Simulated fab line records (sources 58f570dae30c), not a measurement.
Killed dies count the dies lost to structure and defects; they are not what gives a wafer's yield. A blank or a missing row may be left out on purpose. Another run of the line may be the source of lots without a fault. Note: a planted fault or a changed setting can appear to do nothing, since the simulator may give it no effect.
Which tool did it? ; flow berkeley-cmos170 ; 15 lots, 45 wafers sampled, at 2 steps of a route of 331

WHAT EACH GAUGE READ, for each wafer
UCB170_PWELL_TW_MEAS_17. Usual: PWELL_TW 382, standard deviation 4.2.
lot;measured;on;PWELL_TW;flag
L497;day 3 10:37;film-metro-03;386 385 385;
L500;day 3 23:10;film-metro-02;379 378 377;
L498;day 3 23:10;film-metro-01;382 381 384;
L499;day 3 23:17;film-metro-03;385 387 386;
L501;day 4 08:08;film-metro-01;384 382 384;
L503;day 5 01:51;film-metro-02;378 378 378;
L505;day 5 02:36;film-metro-02;467 468 468;OFF
L504;day 5 02:42;film-metro-01;477 476 478;OFF
L507;day 5 09:23;film-metro-03;382 383 383;
L512;day 6 08:17;film-metro-01;477 477 479;OFF
L513;day 6 15:30;film-metro-02;374 374 374;
L515;day 7 02:50;film-metro-01;386 385 386;
L516;day 7 08:11;film-metro-02;374 375 375;
L520;day 8 00:02;film-metro-01;383 385 383;
L519;day 8 00:35;film-metro-01;386 383 383;

EACH LOT AND THE TOOL THAT RAN IT (in order: tool; ch and the chambers of the sampled wafers; start)
lot;UCB170_PWELL_IMPLANT_15
L497;implanter-01 ch 0, day 3 10:22
L500;implanter-01 ch 0, day 3 22:57
L498;implanter-04 ch 0, day 3 22:58
L499;implanter-03 ch 0, day 3 23:02
L501;implanter-03 ch 0, day 4 07:53
L503;implanter-03 ch 0, day 5 01:38
L505;implanter-01 ch 0, day 5 01:49
L504;implanter-01 ch 0, day 5 02:08
L507;implanter-01 ch 0, day 5 09:08
L512;implanter-01 ch 0, day 6 07:38
L513;implanter-04 ch 0, day 6 15:15
L515;implanter-03 ch 0, day 7 02:35
L516;implanter-01 ch 0, day 7 07:58
L520;implanter-01 ch 0, day 7 23:47
L519;implanter-03 ch 0, day 8 00:22
- UCB170_PWELL_IMPLANT_15

AS READ BY THE TOOLS THEMSELVES (means over the sampled wafers that have a number; for cases with no such wafer, the mark the record gives instead)
UCB170_PWELL_IMPLANT_15. Usual: 5.01e-06 Torr for end-station-pressure-torr, sd 2.6e-07.
lot;tool;end-station-pressure-torr (Torr);flag
L497;implanter-01;5.06e-06;
L500;implanter-01;4.82e-06;
L498;implanter-04;4.90e-06;
L499;implanter-03;5.11e-06;
L501;implanter-03;5.20e-06;
L503;implanter-03;5.27e-06;
L505;implanter-01;5.07e-06;
L504;implanter-01;5.00e-06;
L507;implanter-01;4.74e-06;
L512;implanter-01;4.83e-06;
L513;implanter-04;5.06e-06;
L515;implanter-03;5.26e-06;
L516;implanter-01;5.10e-06;
L520;implanter-01;5.01e-06;
L519;implanter-03;5.32e-06;

THE ANSWER, worked out from the rows above alone
Rule: a lot counts as off when the mean over its wafers that have a number is more than 3 standard deviations away from the usual mean. A lot without any number at a reading at which 4 lots or more have one is off too. Any other lot the step has rows for is counted as sound. After the gauges, taken in route order, come the tools' own readings; for these a lot's mean is taken, as printed above. At the first step where some lot is off, the reading lying furthest off is the one used; lots without a number count as furthest.
Off: L505, L504, L512, at UCB170_PWELL_TW_MEAS_17 (PWELL_TW).
A tool fits if, at a process step before that reading, it ran every lot that is off, and no sound lot after the first of them. Gauges at UCB170_PWELL_TW_MEAS_17: tried the same way as those tools. None of those tried fits.

WHAT WAS PUT IN BY THE SIMULATOR
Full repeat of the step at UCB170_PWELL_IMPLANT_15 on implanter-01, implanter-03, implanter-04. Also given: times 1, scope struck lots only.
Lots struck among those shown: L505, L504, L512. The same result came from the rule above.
